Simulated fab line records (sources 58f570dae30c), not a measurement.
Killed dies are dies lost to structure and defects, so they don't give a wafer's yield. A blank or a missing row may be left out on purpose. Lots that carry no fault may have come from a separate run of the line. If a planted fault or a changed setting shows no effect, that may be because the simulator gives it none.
Which tool was responsible? | flow berkeleyCmos170 | 42 wafers from 14 lots sampled at 4 of the route's 331 steps

== WHAT THE GAUGES READ, wafer by wafer ==
UCB170_M2_CD_MEAS_90: target cd 700 nm.
lot  | measured     | on       | cdNm (nm)
L664 | day 8 14:05  | cdSem-01 | 695 694 695
L662 | day 8 16:17  | cdSem-01 | 702 699 697
L665 | day 9 04:59  | cdSem-02 | 700 700 700
L666 | day 9 08:38  | cdSem-02 | 698 696 698
L667 | day 9 07:19  | cdSem-01 | 701 700 700
L668 | day 9 14:26  | cdSem-02 | 698 702 697
L669 | day 10 04:29 | cdSem-02 | 695 694 692
L670 | day 10 06:16 | cdSem-01 | 700 696 694
L673 | day 11 04:53 | cdSem-02 | 696 699 698
L678 | day 12 08:07 | cdSem-02 | 695 698 697
L679 | day 12 15:03 | cdSem-02 | 696 697 695
L680 | day 12 13:06 | cdSem-01 | 694 699 699
L684 | day 13 09:40 | cdSem-02 | 693 698 695
L683 | day 13 09:26 | cdSem-02 | 692 689 692

UCB170_M3_CD_MEAS_90: target cd 700 nm.
lot  | measured     | on       | cdNm (nm)
L664 | day 8 21:20  | cdSem-01 | 697.7 698.4 698.0
L662 | day 8 22:46  | cdSem-01 | 692.0 697.6 697.7
L665 | day 9 10:13  | cdSem-02 | 701.7 700.9 701.7
L666 | day 9 13:58  | cdSem-02 | 701.8 698.7 694.4
L667 | day 9 12:13  | cdSem-02 | 702.3 698.0 698.8
L668 | day 9 19:20  | cdSem-02 | 701.3 706.3 701.9
L669 | day 10 10:41 | cdSem-01 | 698.8 694.9 695.7
L670 | day 10 13:07 | cdSem-02 | 702.7 700.2 703.0
L673 | day 11 11:01 | cdSem-02 | 699.2 700.6 697.8
L678 | day 12 15:27 | cdSem-02 | 702.1 703.6 701.0
L679 | day 12 20:49 | cdSem-02 | 695.5 695.2 693.8
L680 | day 12 18:22 | cdSem-02 | 698.0 700.7 698.7
L684 | day 13 18:58 | cdSem-01 | 702.7 703.6 698.8
L683 | day 13 18:43 | cdSem-02 | 699.5 694.9 697.2

== EACH LOT AND THE TOOL THAT RAN IT (in order: tool; ch and the chambers of the sampled wafers; start) ==
lot  | UCB170_GATE_ETCH_14               | UCB170_M2_STRIP_19
L664 | rieDiel-04 ch 2,3, day 7 06:37    | plasmaAsher-02 ch 0,1, day 8 13:59
L662 | rieDiel-01 ch 0,2,3, day 7 07:22  | plasmaAsher-02 ch 0,1, day 8 16:02
L665 | rieDiel-03 ch 0,1, day 7 21:26    | plasmaAsher-04 ch 1, day 9 04:53
L666 | rieDiel-04 ch 2,3, day 7 21:43    | plasmaAsher-03 ch 0,1, day 9 08:32
L667 | rieDiel-01 ch 0,1, day 7 22:26    | plasmaAsher-04 ch 0,1, day 9 07:13
L668 | rieDiel-03 ch 1,2,3, day 8 06:59  | plasmaAsher-03 ch 0, day 9 14:20
L669 | rieDiel-03 ch 2,3, day 8 16:19    | plasmaAsher-04 ch 0,1, day 10 04:23
L670 | rieDiel-01 ch 0,1,2, day 8 16:41  | plasmaAsher-03 ch 0,1, day 10 06:10
L673 | rieDiel-01 ch 0,3, day 9 20:35    | plasmaAsher-02 ch 0, day 11 04:47
L678 | rieDiel-03 ch 1,3, day 10 19:58   | plasmaAsher-02 ch 0,1, day 12 08:01
L679 | rieDiel-04 ch 0,1,2, day 11 04:20 | plasmaAsher-03 ch 0,1, day 12 14:56
L680 | rieDiel-03 ch 0,1,3, day 11 04:39 | plasmaAsher-04 ch 0,1, day 12 12:59
L684 | rieDiel-03 ch 1,2, day 11 21:38   | plasmaAsher-04 ch 0,1, day 13 09:34
L683 | rieDiel-03 ch 0,1,2, day 11 22:00 | plasmaAsher-02 ch 0,1, day 13 09:19
- UCB170_GATE_ETCH_14: etches BARC in N2/H2.
- UCB170_M2_STRIP_19: strips in O2.

== AS READ BY THE TOOLS THEMSELVES (means over the sampled wafers that have a number; for cases with no such wafer, the mark the record gives instead) ==
UCB170_GATE_ETCH_14.
lot  | tool       | drypumpMotorCurrentA (A) | oesProductAu (a.u.) | throttleValvePct (%)
L664 | rieDiel-04 | 5.8                      | 0.985               | 13.36
L662 | rieDiel-01 | 5.4                      | 0.993               | 13.19
L665 | rieDiel-03 | 5.7                      | 1.013               | 13.19
L666 | rieDiel-04 | 5.8                      | 0.988               | 13.36
L667 | rieDiel-01 | 5.2                      | 0.984               | 13.29
L668 | rieDiel-03 | 5.4                      | 1.001               | 13.17
L669 | rieDiel-03 | 5.4                      | 0.996               | 13.41
L670 | rieDiel-01 | 5.4                      | 0.983               | 13.23
L673 | rieDiel-01 | 5.2                      | 0.991               | 13.21
L678 | rieDiel-03 | 5.2                      | 0.990               | 13.19
L679 | rieDiel-04 | 6.1                      | 0.991               | 13.23
L680 | rieDiel-03 | 5.4                      | 1.002               | 13.31
L684 | rieDiel-03 | 5.5                      | 1.003               | 12.93
L683 | rieDiel-03 | 5.7                      | 1.010               | 13.05

UCB170_M2_STRIP_19.
lot  | tool           | drypumpMotorCurrentA (A) | oesProductAu (a.u.)
L664 | plasmaAsher-02 | 6.3                      | 0.555
L662 | plasmaAsher-02 | 6.5                      | 0.550
L665 | plasmaAsher-04 | 5.5                      | 0.557
L666 | plasmaAsher-03 | 5.5                      | 0.531
L667 | plasmaAsher-04 | 5.7                      | 0.529
L668 | plasmaAsher-03 | 5.7                      | 0.559
L669 | plasmaAsher-04 | 5.9                      | 0.543
L670 | plasmaAsher-03 | 5.3                      | 0.536
L673 | plasmaAsher-02 | 6.7                      | 0.546
L678 | plasmaAsher-02 | 6.3                      | 0.543
L679 | plasmaAsher-03 | 5.3                      | 0.524
L680 | plasmaAsher-04 | 5.7                      | 0.513
L684 | plasmaAsher-04 | 5.9                      | 0.533
L683 | plasmaAsher-02 | 6.3                      | 0.522

== THE ANSWER, worked out from the rows above alone ==
Rule: the lots themselves supply what counts as usual. Put in order of their means at a reading, lots are off if they are a third of the lots or fewer, leave a main group of 4 or more, and stand apart from it by a gap of 3 or more times the standard deviation of the main group's means; of several such gaps the widest counts. If all means in a main group match to the digits the tables above print for the reading, that group is not used. Also off: a lot with no number at a reading for which 4 or more lots have one. All remaining lots with rows at the step are treated as sound. The gauges are gone through in route order, then the tools' own readings, and for those a lot's mean is taken as printed above. The first step at which some lot is off is used, and at that step the reading that is off furthest; a lot without a number counts as furthest.
No lot is off at any reading shown: from this, nothing can be told.

== WHAT THE SIMULATOR HAD INSERTED ==
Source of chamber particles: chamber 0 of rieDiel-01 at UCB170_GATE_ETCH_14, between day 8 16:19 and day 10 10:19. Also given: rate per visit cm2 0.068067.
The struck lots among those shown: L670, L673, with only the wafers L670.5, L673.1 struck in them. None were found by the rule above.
